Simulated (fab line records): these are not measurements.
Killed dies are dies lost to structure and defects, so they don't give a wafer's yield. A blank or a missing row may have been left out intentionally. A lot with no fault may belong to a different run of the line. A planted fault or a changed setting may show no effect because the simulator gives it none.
fab line records | flow rit_cmos
[record] lots = 5 | wafers = 23
route steps=202 shown M1@197
start_h: hours from the record's first day to the start of the lot's first wafer shown | wait_h: hours elapsed since this lot's preceding step | " repeats the value in the row above | L1.1+2: a single row standing in for several wafers | - no value present, or no start provided | * or withheld: withheld | < > ~ a bound
route shown NAME@n: names a module that has steps shown in the file, with the first one's number in the route | usual: the fault-free wafers' mean and standard deviation | same: alike in all rows | chamber/n: place in a boat | sites: readings site by site | _std_site: their standard deviation | _edge_site: inner sites' mean taken away from outer sites' mean | radius_mm: how far each site lies from the wafer's centre | mask NAME#n: copy n | behind: the tool/chamber that last shaped the wafer | hold: why the lot was held/for how many hours/how that ended | device: whichever transistor did not switch (one of n, p or np) | end of line: the same wafers' tests at the end of the route | where a step has no rows: the recipe by itself | killed: dies that structure and defects cost at the first sort, which is not the same as the wafer's yield | map: a wafer's dies, marking killed ones x, the rest . and places with no die _
set.NAME: the setting the step ran with; set.NAME@STEP: the setting that earlier step ran with | model.NAME: the simulator's own value behind a step, which no gauge read
lots whose settings were changed on purpose; a table a step, a row a wafer
[[steps]]
[step RIT_M1_STRIP_13]
[recipe] chemistry = nmp | resist = NOVOLAK | temp_c = 80 | time_s = 600 | dry = n2_spin
lot.wafer      | tool         | chamber | start_h | wait_h | set.time_s
L075.1+2+3+4+5 | -            | -       | -       | 0.1    | 550.1
L077.1+3+4+5+6 | -            | -       | -       | 0.1    | 628.2
L078.1+2+3+5+6 | -            | -       | -       | 0.1    | 689
L080.1+2+6     | wet_bench-04 | 1       | 87.86   | 0.1    | 600
L084.1+3+4+5+6 | -            | -       | -       | 0.1    | 517
[step RIT_M1_STRIP_14]
[recipe] chemistry = O2 | time_s = 173.7 | platen_temp_c = withheld | power_w = 500 | pressure_mtorr = 4000 | o2_flow_sccm = 4000
[step RIT_M1_ANNEAL_15]
[recipe] temp_c = 450 | time_s = 1800 | ambient = forming_gas_H2N2
[step RIT_M1_PROBE_99]
[usual] killed_at_contacts = 0.1/0.36 | killed_at_front_end = 6.2/2.8 | killed_dies = 6.3/2.9 | killed_open = 3.3/2.1 | killed_short = 3.0/1.7
[same] gross_dies = 264 | killed_at_M0_to_M3 = 0 | killed_at_M4_up = 0 | killed_at_back_side = 0 | killed_at_other = 0
lot.wafer | tool      | chamber | start_h | wait_h | set.dev_temp_c@GATE_DEVELOP_15 | killed_at_contacts | killed_at_front_end | killed_dies | killed_open | killed_short | model.etest.pmos_turned.r_on_ohm_um | model.etest.pmos_0p15.r_on_ohm_um | model.etest.pmos_0p3.r_on_ohm_um | model.etest.nmos_0p3.r_on_ohm_um | model.etest.nmos_0p15.r_on_ohm_um | model.etest.nmos_0p15.drive_ua_um | model.etest.nmos_turned.drive_ua_um | model.etest.pmos_0p15.drive_ua_um
L075.1    | prober-01 | -       | 67.70   | 0.1    | 23                             | 0                  | 6                   | 6           | 2           | 4            | 3172                                | 2593                              | 6096                             | 2101                             | 1076                              | 491.9                             | 353.7                               | 272.4
L075.2    | prober-01 | -       | 67.75   | 0.1    | 23                             | 0                  | 7                   | 7           | 4           | 3            | 3244                                | 2647                              | 6162                             | 2108                             | 1081                              | 480.6                             | 342.7                               | 266.2
L075.3    | prober-01 | -       | 67.80   | 0.2    | 23                             | 1                  | 10                  | 11          | 6           | 5            | 3307                                | 2680                              | 6281                             | 2130                             | 1104                              | 477.2                             | 340.4                               | 262.7
L075.4    | prober-01 | -       | 67.85   | 0.2    | 23                             | 0                  | 5                   | 5           | 2           | 3            | 3287                                | 2687                              | 6343                             | 2148                             | 1090                              | 470.9                             | 348                                 | 258.3
L075.5    | prober-01 | -       | 67.90   | 0.2    | 23                             | 0                  | 5                   | 5           | 1           | 4            | 3299                                | 2689                              | 6271                             | 2144                             | 1107                              | 473.2                             | 340.3                               | 260.5
L077.1    | prober-01 | -       | 76.47   | 0.1    | 23                             | 0                  | 10                  | 10          | 6           | 4            | 3298                                | 2682                              | 6371                             | 2214                             | 1158                              | 474.2                             | 330.9                               | 262.4
L077.3    | prober-01 | -       | 76.57   | 0.2    | 23                             | 0                  | 12                  | 12          | 5           | 7            | 3286                                | 2688                              | 6222                             | 2154                             | 1146                              | 464.3                             | 334.7                               | 263.7
L077.4    | prober-01 | -       | 76.62   | 0.2    | 20.49                          | 0                  | 10                  | 10          | 6           | 3            | 2992                                | 2415                              | 5958                             | 2111                             | 1045                              | 506.2                             | 355.4                               | 295.6
L077.5    | prober-01 | -       | 76.67   | 0.2    | 20.49                          | 2                  | 15                  | 17          | 7           | 8            | 2859                                | 2245                              | 5946                             | 2111                             | 1023                              | 552.8                             | 381                                 | 323.2
L077.6    | prober-01 | -       | 76.72   | 0.2    | 20.49                          | 0                  | 4                   | 4           | 3           | 1            | 2937                                | 2337                              | 5910                             | 2097                             | 1050                              | 528.1                             | 359.3                               | 310.6
L078.1    | prober-02 | -       | 79.17   | 0.1    | 23                             | 0                  | 6                   | 6           | 4           | 2            | 3164                                | 2523                              | 6036                             | 2114                             | 1076                              | 499.6                             | 338.9                               | 286.4
L078.2    | prober-02 | -       | 79.22   | 0.1    | 25.37                          | 1                  | 7                   | 8           | 5           | 3            | 3681                                | 3026                              | 6546                             | 2298                             | 1235                              | 417.2                             | 297.9                               | 231.2
L078.3    | prober-02 | -       | 79.27   | 0.2    | 25.37                          | 0                  | 5                   | 5           | 0           | 5            | 3550                                | 2930                              | 6513                             | 2289                             | 1205                              | 423.3                             | 302.2                               | 239.6
L078.5    | prober-02 | -       | 79.37   | 0.2    | 23                             | 0                  | 5                   | 5           | 4           | 1            | 3351                                | 2693                              | 6328                             | 2201                             | 1123                              | 464.9                             | 319.8                               | 260.4
L078.6    | prober-02 | -       | 79.42   | 0.2    | 23                             | 0                  | 9                   | 9           | 3           | 6            | 3212                                | 2573                              | 6242                             | 2190                             | 1100                              | 480.6                             | 325.2                               | 277.2
L080.1    | prober-02 | -       | 89.99   | 0.1    | 23                             | 0                  | 5                   | 5           | 2           | 3            | 3345                                | 2721                              | 6254                             | 2153                             | 1098                              | 475.3                             | 348.9                               | 260.4
L080.2    | prober-02 | -       | 90.04   | 0.1    | 23                             | 0                  | 7                   | 7           | 4           | 3            | 3312                                | 2681                              | 6238                             | 2126                             | 1082                              | 485.3                             | 353.8                               | 265.6
L080.6    | prober-02 | -       | 90.24   | 0.2    | 23                             | 0                  | 3                   | 3           | 2           | 1            | 3311                                | 2696                              | 6178                             | 2143                             | 1101                              | 488.1                             | 355                                 | 266.4
L084.1    | prober-02 | -       | 112.50  | 0.1    | 23                             | 0                  | 6                   | 6           | 0           | 6            | 3213                                | 2661                              | 6057                             | 2072                             | 1083                              | 491.7                             | 368.7                               | 269.2
L084.3    | prober-02 | -       | 112.60  | 0.2    | 20.23                          | 0                  | 31                  | 31          | 4           | 4            | 2744                                | 2144                              | 5597                             | 1955                             | 932.6                             | 611.3                             | 430.7                               | 345.2
L084.4    | prober-02 | -       | 112.65  | 0.2    | 20.23                          | 0                  | 37                  | 37          | 4           | 4            | 2626                                | 2039                              | 5560                             | 1899                             | 874.3                             | 638.1                             | 462.5                               | 358.3
L084.5    | prober-02 | -       | 112.70  | 0.2    | 23                             | 0                  | 10                  | 10          | 6           | 4            | 3225                                | 2642                              | 6042                             | 2038                             | 1069                              | 496.2                             | 376.7                               | 268.3
L084.6    | prober-02 | -       | 112.75  | 0.2    | 20.23                          | 0                  | 13                  | 13          | 1           | 4            | 2705                                | 2136                              | 5507                             | 1898                             | 921.4                             | 605.8                             | 444.3                               | 344.4
// killed by level:class
L075.1 GATE:geometric_particle:short=2 FOX1:geometric_particle:short=1 FOX1:geometric_particle:open=1 REOX:geometric_particle:open=1 SILICIDE:geometric_particle:short=1
L075.2 GATE:geometric_particle:short=3 GATE:geometric_particle:open=3 FOX1:geometric_particle:open=1
L075.3 FOX2:geometric_particle:short=2 GATE:geometric_particle:open=2 REOX:geometric_particle:short=2 SILICIDE:geometric_particle:open=2 GATE:geometric_particle:short=1 REOX:geometric_particle:open=1 CONTACT:geometric_particle:open=1
L075.4 FOX2:geometric_particle:short=2 GATE:geometric_particle:short=1 REOX:geometric_particle:open=1 SPACER:geometric_particle:open=1
L075.5 GATE:geometric_particle:short=2 REOX:geometric_particle:short=2 SILICIDE:geometric_particle:open=1
L077.1 REOX:geometric_particle:open=3 SILICIDE:geometric_particle:short=3 GATE:geometric_particle:open=2 FOX1:geometric_particle:open=1 REOX:geometric_particle:short=1
L077.3 FOX1:geometric_particle:short=2 REOX:geometric_particle:short=2 SPACER:geometric_particle:open=2 SILICIDE:geometric_particle:short=2 FOX1:geometric_particle:open=1 GATE:geometric_particle:short=1 GATE:geometric_particle:open=1 SILICIDE:geometric_particle:open=1
L077.4 GATE:geometric_particle:open=4 GATE:geometric_particle:short=2 REOX:geometric_particle:open=1 SILICIDE:geometric_particle:open=1 SILICIDE:geometric_particle:short=1 GATE:area_develop=1
L077.5 GATE:geometric_particle:short=3 FOX1:geometric_particle:short=2 FOX1:geometric_particle:open=2 SPACER:geometric_particle:short=2 CONTACT:geometric_particle:open=2 GATE:area_develop=2 FOX2:geometric_particle:open=1 GATE:geometric_particle:open=1
L077.6 FOX1:geometric_particle:open=1 GATE:geometric_particle:short=1 REOX:geometric_particle:open=1 SPACER:geometric_particle:open=1
L078.1 GATE:geometric_particle:open=4 GATE:geometric_particle:short=1 REOX:geometric_particle:short=1
L078.2 GATE:geometric_particle:open=3 GATE:geometric_particle:short=2 FOX1:geometric_particle:short=1 SILICIDE:geometric_particle:open=1 CONTACT:geometric_particle:open=1
L078.3 FOX1:geometric_particle:short=2 GATE:geometric_particle:short=2 REOX:geometric_particle:short=1
L078.5 SILICIDE:geometric_particle:open=3 FOX1:geometric_particle:short=1 GATE:geometric_particle:open=1
L078.6 GATE:geometric_particle:open=3 GATE:geometric_particle:short=3 FOX1:geometric_particle:short=2 SPACER:geometric_particle:short=1
L080.1 FOX1:geometric_particle:short=2 SPACER:geometric_particle:short=1 SPACER:geometric_particle:open=1 SILICIDE:geometric_particle:open=1
L080.2 GATE:geometric_particle:open=2 GATE:geometric_particle:short=2 FOX2:geometric_particle:short=1 REOX:geometric_particle:open=1 SILICIDE:geometric_particle:open=1
L080.6 FOX1:geometric_particle:open=1 GATE:geometric_particle:short=1 GATE:geometric_particle:open=1
L084.1 GATE:geometric_particle:short=3 FOX1:geometric_particle:short=1 REOX:geometric_particle:short=1 SPACER:geometric_particle:short=1
L084.3 GATE:area_develop=23 GATE:geometric_particle:short=2 GATE:geometric_particle:open=2 FOX1:geometric_particle:short=1 REOX:geometric_particle:short=1 REOX:geometric_particle:open=1 SPACER:geometric_particle:open=1
L084.4 GATE:area_develop=29 SPACER:geometric_particle:open=2 SILICIDE:geometric_particle:short=2 ACTIVE:geometric_particle:open=1 FOX2:geometric_particle:short=1 SPACER:geometric_particle:short=1 SILICIDE:geometric_particle:open=1
L084.5 FOX1:geometric_particle:open=4 GATE:geometric_particle:open=2 FOX1:geometric_particle:short=1 GATE:geometric_particle:short=1 REOX:geometric_particle:short=1 SPACER:geometric_particle:short=1
L084.6 GATE:area_develop=8 FOX1:geometric_particle:short=2 SPACER:geometric_particle:short=2 GATE:geometric_particle:open=1
[[key]]
[split] step = RIT_M1_STRIP_13 | setting = time_s | stated = 600 | by = lot
response none clear
split outside_this_file step=RIT_GATE_DEVELOP_15 setting=dev_temp_c
// split outside_this_file: this setting was split too, and the file shows its column; the key of that split is in another file
